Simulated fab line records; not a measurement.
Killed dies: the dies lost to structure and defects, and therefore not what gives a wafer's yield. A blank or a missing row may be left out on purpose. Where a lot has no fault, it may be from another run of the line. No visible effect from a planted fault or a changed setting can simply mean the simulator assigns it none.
Tool commonality check    flow rit cmos    15 lots, 45 wafers sampled

WHAT PROMPTED THE OPENING
RIT_PRETRO_TW_MEAS_10, reading PRETRO_TW: flagged on 3 of 15 lots. No-fault wafers: 477, standard deviation 4.8.
Rule: a lot gets a flag if all its wafers with a number sit over 4 standard deviations from that mean, or if no wafer of it has a number. All remaining lots are regarded as sound.

lot   measured     on             PRETRO_TW, wafer by wafer  flag
L885  day 3 05:43  film metro-04  476 472 477                
L887  day 3 11:20  film metro-04  474 473 473                
L889  day 3 19:10  film metro-02  475 475 474                
L888  day 3 19:37  film metro-01  485 483 481                
L891  day 3 22:50  film metro-04  472 477 471                
L890  day 3 23:05  film metro-01  482 488 486                
L892  day 4 05:45  film metro-02  473 475 474                
L894  day 4 12:24  film metro-02  475 474 474                
L896  day 5 00:43  film metro-01  483 484 485                
L897  day 5 04:13  film metro-04  474 476 473                
L898  day 5 08:46  film metro-02  478 478 478                
L900  day 5 17:31  film metro-04  440 442 441                FLAGGED
L901  day 5 22:52  film metro-02  440 442 441                FLAGGED
L904  day 6 13:16  film metro-04  440 440 439                FLAGGED
L907  day 7 06:59  film metro-01  485 482 484                
The mean of the flagged lots' numbers is 441, -36 from the usual (-8 standard deviations).

LOT BY LOT: THE TOOL USED
The record holds 1 process step before the reading, out of a route of 202 steps. In each cell: the tool, then ch and the chambers that the sampled wafers went through, then the start.
lot   flag     RIT_PRETRO_IMPLANT_08
L885           implanter-03 ch 0, day 3 05:23
L887           implanter-02 ch 0, day 3 11:01
L889           implanter-02 ch 0, day 3 18:50
L888           implanter-01 ch 0, day 3 19:19
L891           implanter-02 ch 0, day 3 22:33
L890           implanter-01 ch 0, day 3 22:46
L892           implanter-01 ch 0, day 4 05:26
L894           implanter-03 ch 0, day 4 12:05
L896           implanter-02 ch 0, day 5 00:24
L897           implanter-02 ch 0, day 5 03:55
L898           implanter-03 ch 0, day 5 08:28
L900  FLAGGED  implanter-03 ch 0, day 5 17:12
L901  FLAGGED  implanter-03 ch 0, day 5 22:32
L904  FLAGGED  implanter-03 ch 0, day 6 12:58
L907           implanter-01 ch 0, day 7 06:41
These steps, and what they do:
- RIT_PRETRO_IMPLANT_08
- RIT_PRETRO_TW_MEAS_10

FLAGGED AGAINST TOTAL, ONE TOOL AT A TIME (gauges that did the reading follow at the end)
step                   tool           lots run  flagged  share of the flagged lots  sound lots run after its first flagged lot
RIT_PRETRO_IMPLANT_08  implanter-01   4         0        none                       -
RIT_PRETRO_IMPLANT_08  implanter-02   5         0        none                       -
RIT_PRETRO_IMPLANT_08  implanter-03   6         3        all                        0
RIT_PRETRO_TW_MEAS_10  film metro-01  4         0        none                       -
RIT_PRETRO_TW_MEAS_10  film metro-02  5         1        some                       0
RIT_PRETRO_TW_MEAS_10  film metro-04  6         2        some                       0

WHAT IS ALLOWED BY THE TABLE
All flagged lots share 1 row of the table, namely implanter-03 at RIT_PRETRO_IMPLANT_08.
- implanter-03 at RIT_PRETRO_IMPLANT_08 ran 6 lots, 3 of them flagged. A fault beginning between L898 (day 5 08:28), its last sound lot, and L900 (day 5 17:12), its first flagged one, fits the data. Its own readings lie more than 4 standard deviations out on every wafer of the flagged lots: beam energy keV.
Left over: one tool, implanter-03 at RIT_PRETRO_IMPLANT_08.

WHAT THE SIMULATOR HAD PUT IN
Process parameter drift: implanter-03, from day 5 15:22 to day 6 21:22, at RIT_PRETRO_IMPLANT_08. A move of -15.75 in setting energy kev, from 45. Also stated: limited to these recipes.
Struck lots among those shown: L900, L901, L904. The same result came from the rule above.
